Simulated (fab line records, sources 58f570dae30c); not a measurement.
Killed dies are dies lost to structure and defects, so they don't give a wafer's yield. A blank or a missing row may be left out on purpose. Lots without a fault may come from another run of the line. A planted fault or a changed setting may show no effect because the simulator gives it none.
fab line records | flow berkeley_cmos170
record lots=14 wafers=42 last_day=13
route steps=331 shown SPACER@171
lots that met no fault: from a run of the same line without faults
start_h: hours from the record's first day to the start of the lot's first wafer shown | wait_h: hours since the lot's step before | " the same as in the row above | L1.1+2: a row that stands for several wafers | - no value, or no start given | * or withheld: withheld | < > ~ a bound
route shown NAME@n: a module of which the file shows steps, and the number in the route of the first | usual: mean/standard deviation of fault-free wafers | same: alike in all rows | chamber/n: place in a boat | sites: the reading at each site | _std_site: their standard deviation | _edge_site: outer sites' mean less inner sites' | radius_mm: how far each site lies from the wafer's centre | mask NAME#n: copy n | behind: the tool/chamber that last shaped the wafer | hold: why the lot was held/for how many hours/how that ended | device: the transistor (n, p or np) that didn't switch | end of line: the same wafers' tests at the end of the route | a step without rows: its recipe alone | killed: dies lost to structure and defects at the first sort, not the wafer's yield | map: a wafer's dies, x killed, . not, _ none there
set.NAME: the setting as run; set.NAME@STEP: as run at that earlier step | model.NAME: the simulator's own value behind a step, which no gauge read
steps of the route over a sample of lots; a table a step, a row a wafer
services: from which hour (start_h, from the record's first day; less than 0 if before it) a tool's chamber was out of use, for how many hours, and why
## steps
# step UCB170_SPACER_CVD_00
# recipe material=SiO2 target_thk_nm=376 temp_c=390 precursor=TEOS/O2 time_s=47 rf_w=550 pressure_mtorr=9000
# usual heater_power_w=285/73
# columns lot.wafer tool chamber start_h wait_h heater_power_w since_wet_clean_h
L157.2 pecvd-02 0 167.98 0.0 227 18
L157.5 " 1 " " 386 -
L157.6 " 0 " " 235 -
L161.1 pecvd-04 2 177.66 0.0 194 256
L161.2 " 0 " " 234 256
L161.5 " 2 " " 213 -
L159.1 pecvd-01 0 178.06 0.0 250 150
L159.2 " 2 " " 280 150
L159.6 " 2 " " 287 -
L160.2 pecvd-02 2 178.32 0.0 278 29
L160.4 " 2 " " 282 -
L160.5 " 0 " " 247 -
L163.1 pecvd-02 1 202.79 0.0 401 53
L163.3 " 0 " " 229 53
L163.5 " 1 " " 284 -
L166.2 pecvd-01 0 219.69 0.0 192 191
L166.5 " 1 " " 328 -
L166.6 " 0 " " 222 -
L169.2 pecvd-04 1 220.35 0.0 461 299
L169.4 " 1 " " 466 -
L169.6 " 2 " " 283 -
L164.2 pecvd-02 0 220.47 0.0 211 71
L164.5 " 1 " " 351 -
L164.6 " 2 " " 265 -
L167.2 pecvd-01 0 220.53 0.0 261 192
L167.3 " 0 " " 183 -
L167.4 " 1 " " 227 -
L172.1 pecvd-01 1 241.03 0.0 228 213
L172.5 " 1 " " 255 -
L172.6 " 2 " " 271 -
L175.2 pecvd-01 2 251.57 0.0 296 223
L175.3 " 0 " " 217 223
L175.4 " 1 " " 301 -
L176.3 pecvd-02 0 258.76 0.0 234 109
L176.4 " 0 " " 242 -
L176.6 " 1 " " 287 -
L179.2 pecvd-04 1 268.71 0.0 453 347
L179.5 " 2 " " 193 -
L179.6 " 1 " " 466 -
L177.4 pecvd-04 2 269.03 0.0 198 -
L177.5 " 1 " " 415 -
L177.6 " 0 " " 317 -
# step UCB170_SPACER_THK_MEAS_01
# recipe reads=SiO2_of_SPACER_CVD_00
# usual SPACER_TEOS_THK=377/4.8
# columns lot.wafer tool chamber start_h wait_h hold SPACER_TEOS_THK[nm]
L157.2 film_metro-04 - 168.03 0.0 - 367
L157.5 " - " " - 383
L157.6 " - " " - 376
L161.1 film_metro-01 - 177.70 0.0 - 382
L161.2 " - " " - 371
L161.5 " - " " - 385
L159.1 film_metro-01 - 178.10 0.0 - 371
L159.2 " - " " - 363
L159.6 " - " " - 377
L160.2 film_metro-01 - 178.37 0.0 - 375
L160.4 " - " " - 377
L160.5 " - " " - 380
L163.1 film_metro-04 - 202.83 0.0 - 376
L163.3 " - " " - 374
L163.5 " - " " - 379
L166.2 film_metro-04 - 219.76 0.1 - 377
L166.5 " - " " - 377
L166.6 " - " " - 386
L169.2 film_metro-01 - 220.41 0.0 - 375
L169.4 " - " " - 382
L169.6 " - " " - 383
L164.2 film_metro-04 - 220.52 0.0 - 372
L164.5 " - " " - 380
L164.6 " - " " - 380
L167.2 film_metro-01 - 220.60 0.1 - 381
L167.3 " - " " - 390
L167.4 " - " " - 381
L172.1 film_metro-01 - 241.07 0.0 await_dispo/0.2h/release 328
L172.5 " - " " await_dispo/0.2h/release 330
L172.6 " - " " await_dispo/0.2h/release 334
L172.1 film_metro-01 - 241.30 0.2 - 328
L172.5 " - " " - 331
L172.6 " - " " - 334
L175.2 film_metro-01 - 251.62 0.0 await_dispo/0.2h/release 327
L175.3 " - " " await_dispo/0.2h/release 333
L175.4 " - " " await_dispo/0.2h/release 328
L175.2 film_metro-01 - 251.85 0.2 - 328
L175.3 " - " " - 333
L175.4 " - " " - 328
L176.3 film_metro-01 - 258.83 0.0 - 370
L176.4 " - " " - 375
L176.6 " - " " - 380
L179.2 film_metro-01 - 268.76 0.0 - 378
L179.5 " - " " - 381
L179.6 " - " " - 387
L177.4 film_metro-02 - 269.08 0.0 - 379
L177.5 " - " " - 380
L177.6 " - " " - 377
# step UCB170_SPACER_ETCHBACK_03
# recipe stop_on=Si target=SiO2 chemistry=CHF3/CF4/Ar CHF3_flow_sccm=50 cf4_flow_sccm=10 Ar_flow_sccm=120 pressure_mtorr=200 rf_w=500 target_depth_a=3760 time_s=100
# usual drypump_motor_current_A=5.6/0.44 oes_product_au=0.909/0.014 throttle_valve_pct=6.46/0.13
# columns lot.wafer tool chamber start_h wait_h drypump_motor_current_A oes_product_au rf_hours_counter_h throttle_valve_pct
L157.2 rie_diel-03 0 173.87 0.0 5.4 0.905 2 6.48
L157.5 " 2 " " 4.9 0.937 - 6.46
L157.6 " 3 " " 5.8 0.885 - 6.31
L159.1 rie_diel-03 3 183.59 0.0 5.8 0.876 61 6.32
L159.2 " 2 " " 5.0 0.897 10 6.42
L159.6 " 2 " " 5.0 0.919 - 6.46
L161.1 rie_diel-02 3 183.59 0.0 5.6 0.919 20 6.43
L161.2 " 2 " " 6.3 0.900 24 6.45
L161.5 " 0 " " 4.9 0.900 - 6.28
L160.2 rie_diel-04 1 183.61 0.0 5.7 0.894 21 6.40
L160.4 " 3 " " 5.7 0.918 9 6.64
L160.5 " 0 " " 5.5 0.910 - 6.23
L163.1 rie_diel-02 3 207.13 0.0 5.6 0.894 21 6.45
L163.3 " 0 " " 4.9 0.887 6 6.28
L163.5 " 1 " " 5.7 0.924 - 6.54
L166.2 rie_diel-04 2 226.50 0.0 6.6 0.912 31 6.73
L166.5 " 3 " " 5.7 0.905 - 6.64
L166.6 " 0 " " 5.5 0.924 - 6.24
L169.2 rie_diel-02 2 226.50 0.0 6.3 0.901 26 6.46
L169.4 " 0 " " 4.9 0.906 7 6.29
L169.6 " 0 " " 4.9 0.910 - 6.28
L164.2 rie_diel-03 0 226.57 0.1 5.4 0.908 4 6.47
L164.5 " 2 " " 5.0 0.927 - 6.44
L164.6 " 1 " " 5.8 0.924 - 6.50
L167.2 rie_diel-04 3 226.57 0.1 5.7 0.920 11 6.62
L167.3 " 0 " " 5.4 0.928 3 6.23
L167.4 " 1 " " 5.7 0.906 23 6.41
L172.1 rie_diel-03 0 247.39 0.1 5.4 0.829 5 6.45
L172.5 " 2 " " 4.9 0.833 - 6.45
L172.6 " 3 " " 5.8 0.808 - 6.29
L175.2 rie_diel-03 1 257.81 0.0 5.7 0.833 120 6.52
L175.3 " 2 " " 4.9 0.834 13 6.43
L175.4 " 3 " " 5.8 0.801 65 6.32
L176.3 rie_diel-02 1 265.91 0.0 5.8 0.910 94 6.53
L176.4 " 3 " " 5.6 0.903 23 6.45
L176.6 " 0 " " 4.9 0.897 - 6.28
L179.2 rie_diel-02 2 276.27 0.0 6.3 0.912 28 6.45
L179.5 " 2 " " 6.3 0.910 - 6.45
L179.6 " 3 " " 5.6 0.921 - 6.42
L177.4 rie_diel-03 0 276.30 0.0 5.4 0.924 - 6.47
L177.5 " 2 " " 5.0 0.917 - 6.42
L177.6 " 1 " " 5.7 0.920 - 6.51
## services
# columns tool chamber start_h hours kind
pecvd-04 - 147.29 1.8 repair
pecvd-02 0 149.50 - clean
pecvd-02 1 149.50 - clean
pecvd-02 2 149.50 - clean
rie_diel-04 - 180.20 2.8 pm
pecvd-01 2 219.48 4.4 repair
rie_diel-02 1 221.99 4.4 repair
rie_diel-03 - 234.18 0.5 repair
rie_diel-02 - 237.21 14.6 pm
pecvd-01 - 241.64 5.0 repair
pecvd-02 - 267.17 2.8 pm
rie_diel-03 3 271.90 6.0 repair
## key
first_sign step=UCB170_SPACER_THK_MEAS_01 reading=visit direction=added
effect step=UCB170_SPACER_THK_MEAS_01 reading=SPACER_TEOS_THK direction=down sigmas=9.8 usual=377 struck=330
effect step=UCB170_SPACER_ETCHBACK_03 reading=oes_product_au direction=down sigmas=6 usual=0.909 struck=0.823
met_at UCB170_SPACER_CVD_00
struck_lots L172,L175
tester_left_out L172,L175
onset_between 220.53 241.03
fault kind=process_parameter_drift tool=pecvd-01 chamber=- onset_h=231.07 steps=UCB170_SPACER_CVD_00 channel=target_thk_nm offset=-48.88 shape=step end_h=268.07 acts_in=these_recipes_only stated=376
# tester_left_out: of these lots the tester's yield and bins aren't shown, on N5 and GAA mostly nor the transistor test; their killed dies are dies lost to structure and defects alone, not to doping, threshold or leakage, so they don't give the yield
